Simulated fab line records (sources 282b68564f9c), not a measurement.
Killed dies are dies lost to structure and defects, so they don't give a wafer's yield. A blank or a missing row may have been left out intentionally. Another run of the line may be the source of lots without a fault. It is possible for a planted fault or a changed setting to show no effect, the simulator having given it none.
Problem report, 8D (eight disciplines) form, completed by code || flow ritCmos || the parts of the form that need people (team, actions taken, sign-off) are left out

== 1. WHAT IS WRONG ==
Mean NWELL_TW at RIT_NWELL_TW_MEAS_10: 2050 over 6 wafers in 2 lots; fault-free wafers: 2127, standard deviation 17. That puts it -4.5 standard deviations away from the usual mean.
Earliest sighting: wafer L683.2 on filmMetro-03 at day 3 18:41. Wafers with a number at this step in the record: 42, from 14 lots. Rule for "out" (also "out of limits"): further than 4 standard deviations from the usual mean. All remaining wafers that have a number are taken as sound.

== 2. WHAT THIS IS AND IS NOT ==
{"question": "which readings at this step", "is": "NWELL_TW", "is not": "-"}
{"question": "which lots", "is": "L683, L685", "is not": "L674, L675, L676, L677, L679, L687, L688, L689, L690, L691, L693, L695"}
{"question": "which wafers of those lots", "is": "all that have a number", "is not": "-"}
{"question": "read on which gauges", "is": "filmMetro-03", "is not": "filmMetro-01, filmMetro-04"}
{"question": "when", "is": "from day 3 18:41", "is not": "up to then (15 sound wafers); but 21 sound wafers of L687, L688, L689, L690, L691, L693, L695 came after"}

== 3. THE SUSPECTS, EACH WITH WHAT RULES IT OUT ==
Counting: any tool at a process step up to the reading is kept as a suspect provided that every lot that is out went through it and no sound lot did after the first of them.
- the gauge at RIT_NWELL_TW_MEAS_10 is ruled out. All the wafers that are out were read on filmMetro-03, but those of them that RIT_NWELL_IMPLANT_08 has rows for are out there too, on other tools.
- implanter-02 at RIT_NWELL_IMPLANT_08: kept. It ran every lot that is out, first L683 (day 3 18:22), and no sound lot after that; its last sound lot up to then is L677 (day 2 14:10). On those wafers its own readings are out: beamEnergyKeV.
The count leaves implanter-02 at RIT_NWELL_IMPLANT_08.

== 4. THE CAUSE (what the simulator had put in) ==
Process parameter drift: implanter-02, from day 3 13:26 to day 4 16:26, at RIT_NWELL_IMPLANT_08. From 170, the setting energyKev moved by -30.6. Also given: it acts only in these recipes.
Only this tool survived the counting.

== 5. THE EFFECT CHAIN, in route order ==
Each row: a reading whose mean over the struck wafers that have a number lies more than 3 standard deviations from the usual. Only readings whose record carries a usual standard deviation are examined. hours: median over the lots of the time between each lot's start at the first step of this table that gives one and its start at this step. sigmas: the change, counted in usual standard deviations.
{"hours": 0, "step": "RIT_NWELL_IMPLANT_08", "reading": "beamEnergyKeV", "usual": 169.99, "on struck wafers": 139.33, "change": -30.66, "sigmas": "-99 or more"}
{"hours": 0, "step": "RIT_NWELL_TW_MEAS_10", "reading": "NWELL_TW", "usual": 2127, "on struck wafers": 2050, "change": -77, "sigmas": -4.5}
It contains these process steps:
- RIT_NWELL_IMPLANT_08

== 6. WHAT WOULD HAVE CAUGHT IT SOONER ==
In this record the first reading out of limits at a measuring or inspecting step was taken at day 3 18:41, 5 hours after the fault began at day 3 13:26.
Tool's own readings at RIT_NWELL_IMPLANT_08, beamEnergyKeV: out on all struck wafers the step has rows for; an alarm limit on them would have tripped on the first.
Among the 2 lots that are out, L685 began RIT_NWELL_IMPLANT_08 on implanter-02 after day 3 18:41. A tool hold placed at that time would have kept it from harm.
